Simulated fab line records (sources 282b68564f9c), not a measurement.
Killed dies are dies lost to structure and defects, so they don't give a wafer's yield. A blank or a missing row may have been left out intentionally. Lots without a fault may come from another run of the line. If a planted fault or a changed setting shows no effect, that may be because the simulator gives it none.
Split-lot study | flow rit-cmos | 3 lots, 13 wafers read, on a route of 202 steps

ABOUT THE SPLIT
At RIT_SDANNEAL_CLEAN_00 (cleans in SC1, time 600 s), the setting temp-c was moved away from the recipe's 75 C on 10 of the 13 wafers read, by -1.5% to +1.4%. The other wafers ran this setting at the recipe's value.

FROM THE SPLIT TO THE READING: what the file shows between them, 19 steps
- RIT_SDANNEAL_RTA_03: time 5 s (also split here: time-s)
- RIT_SDANNEAL_RS_MEAS_04: measures by four-point-probe
- RIT_SDANNEAL_RS_MEAS_06: measures by four-point-probe
- RIT_CONTACT_EXPOSE_05: exposes mask M11, target cd 1000 nm (also split here: dose-mj)
- RIT_CONTACT_PEB_06
- RIT_CONTACT_DEVELOP_07: develop time 120 s
- RIT_CONTACT_CD_MEAS_08: target cd 1000 nm
- RIT_CONTACT_HARDBAKE_10: time 60 s
- RIT_CONTACT_ETCH_11: etches SiO2 in CHF3/CF4/Ar, stops on TiSi2, target depth 480 nm, time 320 s
- RIT_CONTACT_STRIP_12: strips in O2, time 180 s (also split here: time-s)
- RIT_CONTACT_CD_MEAS_90: target cd 1000 nm
- RIT_M1_EXPOSE_06: exposes mask M12, target cd 2600 nm (also split here: dose-mj)
- RIT_M1_PEB_07
- RIT_M1_DEVELOP_08: develop time 68 s
- RIT_M1_CD_MEAS_09: target cd 2600 nm
- RIT_M1_METAL_ETCH_12: etches Al in Cl2/BCl3, stops on SiO2, time 165 s, target depth 600 nm (also split here: rf-w)
- RIT_M1_STRIP_13: strips in nmp, time 600 s
- RIT_M1_STRIP_14: strips in O2, time 180 s
- RIT_M1_CD_MEAS_90: target cd 2600 nm

THE READING
etest.nmos_0p3.r-on-ohm-um (the simulator's own value, which no gauge read), at RIT_M1_PROBE_99. No usual value for it is given in the file. Across the 3 wafers here that went through the recipe, the average is 2122 and the standard deviation 13.

wafer  | tool, chamber at the split | temp-c as run, C | against the recipe | etest.nmos_0p3.r-on-ohm-um | against lot-mates on the recipe
L074.1 | -, -                       | 73.86            | -1.5%              | 2312                       | no lot-mate on the recipe
L074.2 | -, -                       | 73.86            | -1.5%              | 2270                       | no lot-mate on the recipe
L074.4 | -, -                       | 73.86            | -1.5%              | 2228                       | no lot-mate on the recipe
L074.5 | -, -                       | 73.86            | -1.5%              | 2282                       | no lot-mate on the recipe
L074.6 | -, -                       | 73.86            | -1.5%              | 2306                       | no lot-mate on the recipe
L077.2 | wet-bench-01, 1            | 75               | recipe             | 2140                       | -
L077.4 | wet-bench-01, 1            | 75               | recipe             | 2108                       | -
L077.5 | wet-bench-01, 1            | 75               | recipe             | 2118                       | -
L080.1 | -, -                       | 76.02            | +1.4%              | 2019                       | no lot-mate on the recipe
L080.2 | -, -                       | 76.02            | +1.4%              | 2034                       | no lot-mate on the recipe
L080.3 | -, -                       | 76.02            | +1.4%              | 2016                       | no lot-mate on the recipe
L080.4 | -, -                       | 76.02            | +1.4%              | 2034                       | no lot-mate on the recipe
L080.5 | -, -                       | 76.02            | +1.4%              | 2010                       | no lot-mate on the recipe

FIT RESULTS
A straight line over all 13 wafers: etest.nmos_0p3.r-on-ohm-um changes by -89.4 for each +1% of temp-c; r = -0.98; the points scatter about the line by 25.
Too few moved wafers have a lot-mate on the recipe to fit a line with each lot's own level taken away.

THE WHOLE CHAIN: every reading that the file lists as answering this split, in the file's order
step                  | what it does              | reading                                                                        | change (the file's fit)              | r (the file's)
RIT_SDANNEAL_CLEAN_00 | cleans in SC1, time 600 s | Si3N4_of_SPACER_CVD_03.thk-nm (the simulator's own value, which no gauge read) | +15.2 nm for each +1% of the setting | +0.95
RIT_M1_PROBE_99       |                           | etest.pmos_0p3.r-on-ohm-um (the simulator's own value, which no gauge read)    | -314 for each +1% of the setting     | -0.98
RIT_M1_PROBE_99       |                           | etest.nmos_0p3.r-on-ohm-um (the simulator's own value, which no gauge read)    | -89.5 for each +1% of the setting    | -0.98

THE FILE'S OWN FIT
etest.nmos_0p3.r-on-ohm-um changes by -89.5 for each +1% of temp-c, r = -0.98.
